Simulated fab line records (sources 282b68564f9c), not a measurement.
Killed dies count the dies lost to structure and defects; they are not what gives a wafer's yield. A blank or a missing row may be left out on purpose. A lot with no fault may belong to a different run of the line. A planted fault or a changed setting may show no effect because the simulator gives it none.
Struck lot and sound lot, side by side :: flow rit_cmos :: 15 out of 202 route steps
Sound: wafers L866.2, L866.4, L866.6. Wafers L874.2, L874.4, L874.5 were the ones struck. The cause is named last.
For every step that has rows: the tool of each side, followed by ch and its chambers, followed by its first start. Under that, the readings that differ: sound wafers :: struck wafers :: difference of the means :: sigmas: that difference in standard deviations of wafers without a fault.
alike: readings with means less than 2 such deviations apart, plus words and numbers identical on both sides. not compared: withheld readings, readings lacking a value on some wafer, bounds such as >300 that could conceal the same value, and numbers that have no deviation in the record and whose values overlap.
Wherever a step has rows on one side only, a row that says differs or no value, or a row with sigmas, the two part there. Non-overlapping numbers with no deviation appear without sigmas and do not part them. A reading missing from all wafers of one side parts the sides only when that side holds two or more wafers.

first, 1 step without rows for these wafers: RIT_NSD_IMPLANT_08.
RIT_NSD_STRIP_09: strips in O2, time 180 s.
  sound on plasma_asher-03 ch 1, day 5 04:09; struck on plasma_asher-01 ch 0,1, day 7 05:53
  alike: chamber_pressure_mTorr, drypump_motor_current_A
  not compared: rf_hours_counter_h
RIT_NSD_TW_MEAS_10:
  sound on film_metro-02, day 5 04:20; struck on film_metro-04, day 7 06:05
  alike: NSD_TW
then, 6 steps without rows for these wafers: RIT_PSD_HMDS_00 (prime time 60 s); RIT_PSD_COAT_01 (resist thk 1000 nm); RIT_PSD_SOFTBAKE_02 (time 60 s); RIT_PSD_EXPOSE_03 (exposes mask M10, target cd 40900 nm); RIT_PSD_PEB_04; RIT_PSD_DEVELOP_05 (develop time 50 s).
RIT_PSD_OVL_MEAS_06:
  sound on overlay-01, day 5 05:22; struck on overlay-01, day 7 07:07
  alike: PSD_OVL
then, 2 steps without rows for these wafers: RIT_PSD_HARDBAKE_07 (time 60 s); RIT_PSD_IMPLANT_08.
RIT_PSD_STRIP_09: strips in O2, time 180 s.
  sound on plasma_asher-04 ch 0, day 5 05:42; struck on plasma_asher-04 ch 0,1, day 7 07:26
  no value came back on the struck wafers for chamber_pressure_mTorr (mTorr), drypump_motor_current_A (A); on the sound wafers chamber_pressure_mTorr (mTorr) reads 3993 4000 3995
reading: model.NOVOLAK_of_PSD_COAT_01.thk_nm (nm)
sound: 0 0 0
struck: 883.1 881.3 882.8
difference: +882.4
sigmas: 
  not compared: rf_hours_counter_h
RIT_PSD_TW_MEAS_10:
  sound on film_metro-02, day 5 05:53; struck on film_metro-04, day 7 07:38
  alike: PSD_TW
RIT_M1_PROBE_99:
  the record has rows for the struck wafers here (prober-01, day 7 15:29) and none for the sound ones

== WHERE THEY PART ==
At RIT_PSD_STRIP_09 first; at RIT_M1_PROBE_99 last (within this record only).

WHY: the cause the simulator had injected
Step skipped in full: plasma_asher-04, at RIT_PSD_STRIP_09, from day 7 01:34 onward. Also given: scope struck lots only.
